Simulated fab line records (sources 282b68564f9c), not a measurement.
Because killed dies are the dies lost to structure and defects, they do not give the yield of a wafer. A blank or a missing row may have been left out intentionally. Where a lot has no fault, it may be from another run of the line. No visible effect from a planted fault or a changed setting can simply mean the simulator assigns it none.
A struck lot beside a sound one	flow rit_cmos	44 out of 202 route steps
Sound: wafers L153.3, L153.5, L153.6. The struck wafers were L168.3, L168.5, L168.6. The cause is named last.
Order at every step that has rows: each side's tool, ch and its chambers, its first start. Under that, the readings that differ: sound wafers	struck wafers	difference of the means	sigmas: that difference in standard deviations of wafers without a fault.
alike: a reading whose means differ by less than 2 such deviations, as well as words and numbers matching on both sides. not compared: withheld readings; readings where some wafer has no value; bounds like >300 that might hide an equal value; numbers whose values overlap and for which the record gives no deviation.
Wherever a step has rows on one side only, a row that says differs or no value, or a row with sigmas, the two part there. Numbers that have no deviation but don't overlap get no sigmas and don't part them. A reading that every wafer of one side lacks parts them only if that side has two wafers or more.

first, 4 steps without rows for these wafers: RIT_PLDD_SOFTBAKE_02 (time 60 s); RIT_PLDD_EXPOSE_03 (exposes mask M8, target cd 40900 nm); RIT_PLDD_PEB_04; RIT_PLDD_DEVELOP_05 (develop time 50 s).
RIT_PLDD_OVL_MEAS_06:
  sound on overlay-02, day 3 01:41; struck on overlay-02, day 6 06:23
  alike: PLDD_OVL
then, 2 steps without rows for these wafers: RIT_PLDD_HARDBAKE_07 (time 60 s); RIT_PLDD_IMPLANT_08.
RIT_PLDD_STRIP_09: strips in O2, time 180 s.
  sound on plasma_asher-01 ch 0,1, day 3 02:04; struck on plasma_asher-01 ch 0,1, day 6 06:46
  alike: drypump_motor_current_A
  not compared: rf_hours_counter_h
RIT_PLDD_TW_MEAS_10:
  sound on film_metro-03, day 3 02:12; struck on film_metro-04, day 6 06:55
reading	sound	struck	difference	sigmas
PLDD_TW	2321 2325 2332	2373 2360 2380	+45	+3
then, 3 steps without rows for these wafers: RIT_SPACER_CLEAN_00 (cleans in SC1, time 600 s); RIT_SPACER_CLEAN_01 (cleans in dHF, time 30 s); RIT_SPACER_CLEAN_02 (cleans in SC2, time 600 s).
RIT_SPACER_CVD_03: deposits Si3N4 from SiH2Cl2/NH3, target thk 250 nm, time 3300 s.
  sound on lpcvd-01 ch 0, day 3 02:48; struck on lpcvd-01 ch 1, day 6 07:19
reading	sound	struck	difference	sigmas
spike_tc_load_C (C)	829.8 832.7 833.1	836.6 836.4 837.6	+5.0	+2
zone_power_load_pct (%)	20.0 19.6 20.0	17.3 17.1 17.3	-2.6	-3
model.Si3N4_of_SPACER_CVD_03.thk_nm (nm)	249.2 249.9 251.4	258.5 258.3 256	+7.4	
  alike: spike_tc_centre_C
RIT_SPACER_THK_MEAS_04:
  sound on film_metro-04, day 3 04:44; struck on film_metro-03, day 6 09:29
reading	sound	struck	difference	sigmas
SPACER_NITRIDE_THK (nm)	249.2 250.0 251.4	258.5 258.2 256.1	+7.4	+3
  not compared: hold
RIT_SPACER_ETCHBACK_05: etches Si3N4 in SF6/CHF3, stops on SiO2, target depth 250 nm, time 240 s.
  sound on rie_diel-01 ch 1,2,3, day 3 04:47; struck on rie_diel-01 ch 0,1,2, day 6 10:43
reading	sound	struck	difference	sigmas
hold	- - -	await_dispo/1.2h/release await_dispo/1.2h/release await_dispo/1.2h/release	no value on the sound wafers	
model.etch.depth_nm (nm)	249.2 249.9 251.4	258.5 258.3 256	+7.4	
  alike: SF6_flow_sccm, drypump_motor_current_A, oes_product_au, throttle_valve_pct
  not compared: rf_hours_counter_h
then, 6 steps without rows for these wafers: RIT_NSD_HMDS_00 (prime time 60 s); RIT_NSD_COAT_01 (resist thk 1000 nm); RIT_NSD_SOFTBAKE_02 (time 60 s); RIT_NSD_EXPOSE_03 (exposes mask M9, target cd 40700 nm); RIT_NSD_PEB_04; RIT_NSD_DEVELOP_05 (develop time 50 s).
RIT_NSD_OVL_MEAS_06:
  sound on overlay-01, day 3 05:55; struck on overlay-01, day 6 11:57
  alike: NSD_OVL
then, 2 steps without rows for these wafers: RIT_NSD_HARDBAKE_07 (time 60 s); RIT_NSD_IMPLANT_08.
RIT_NSD_STRIP_09: strips in O2, time 180 s.
  sound on plasma_asher-03 ch 0,1, day 3 06:18; struck on plasma_asher-03 ch 0,1, day 6 12:25
  alike: drypump_motor_current_A
  not compared: rf_hours_counter_h
RIT_NSD_TW_MEAS_10:
  sound on film_metro-01, day 3 06:26; struck on film_metro-01, day 6 12:33
  alike: NSD_TW
then, 6 steps without rows for these wafers: RIT_PSD_HMDS_00 (prime time 60 s); RIT_PSD_COAT_01 (resist thk 1000 nm); RIT_PSD_SOFTBAKE_02 (time 60 s); RIT_PSD_EXPOSE_03 (exposes mask M10, target cd 40900 nm); RIT_PSD_PEB_04; RIT_PSD_DEVELOP_05 (develop time 50 s).
RIT_PSD_OVL_MEAS_06:
  sound on overlay-01, day 3 07:20; struck on overlay-02, day 6 13:30
  alike: PSD_OVL
then, 2 steps without rows for these wafers: RIT_PSD_HARDBAKE_07 (time 60 s); RIT_PSD_IMPLANT_08.
RIT_PSD_STRIP_09: strips in O2, time 180 s.
  sound on plasma_asher-02 ch 0,1, day 3 07:43; struck on plasma_asher-03 ch 0,1, day 6 13:53
  alike: drypump_motor_current_A
  not compared: rf_hours_counter_h
RIT_PSD_TW_MEAS_10:
  sound on film_metro-04, day 3 07:52; struck on film_metro-04, day 6 14:01
  alike: PSD_TW
then, 3 steps without rows for these wafers: RIT_SDANNEAL_CLEAN_00 (cleans in SC1, time 600 s); RIT_SDANNEAL_CLEAN_01 (cleans in dHF, time 30 s); RIT_SDANNEAL_CLEAN_02 (cleans in SC2, time 600 s).
RIT_SDANNEAL_RTA_03: time 5 s.
  sound on rtp_anneal-01 ch 0, day 3 08:17; struck on rtp_anneal-02 ch 0, day 6 14:26
  alike: wafer_temp_C_max
RIT_SDANNEAL_RS_MEAS_04: uses a four-point probe to measure.
  sound on film_metro-03, day 3 08:22; struck on film_metro-04, day 6 14:44
reading	sound	struck	difference	sigmas
PSD_RS (ohm/sq)	116.2 116.3 115.8	115.4 115.3 115.2	-0.8	-3
RIT_SILICIDE_WET_ETCH_00: etches SiO2 in BOE, target depth 14 nm, time 15 s.
  sound on wet_bench-02 ch 2, day 3 08:48; struck on wet_bench-04 ch 3, day 6 15:14
reading	sound	struck	difference	sigmas
model.Si3N4_of_SPACER_CVD_03.thk_nm (nm)	195.5 194.9 197.5	202.5 202.9 200	+5.8	
RIT_M1_PROBE_99:
  sound on prober-01, day 3 15:48; struck on prober-01, day 6 22:35
  no value came back on the struck wafers for model.etest.nwell_pinched.rs_ohm_sq, model.etest.diode_nplus_comb.cj_ff_um2; on the sound wafers model.etest.nwell_pinched.rs_ohm_sq reads 335.9 337.1 331.4
  alike: killed_at_contacts, killed_at_front_end, killed_dies, killed_open, killed_short

== WHERE THEY PART ==
First at RIT_PLDD_TW_MEAS_10; last, within this record, at RIT_M1_PROBE_99.

WHY: the cause the simulator had injected
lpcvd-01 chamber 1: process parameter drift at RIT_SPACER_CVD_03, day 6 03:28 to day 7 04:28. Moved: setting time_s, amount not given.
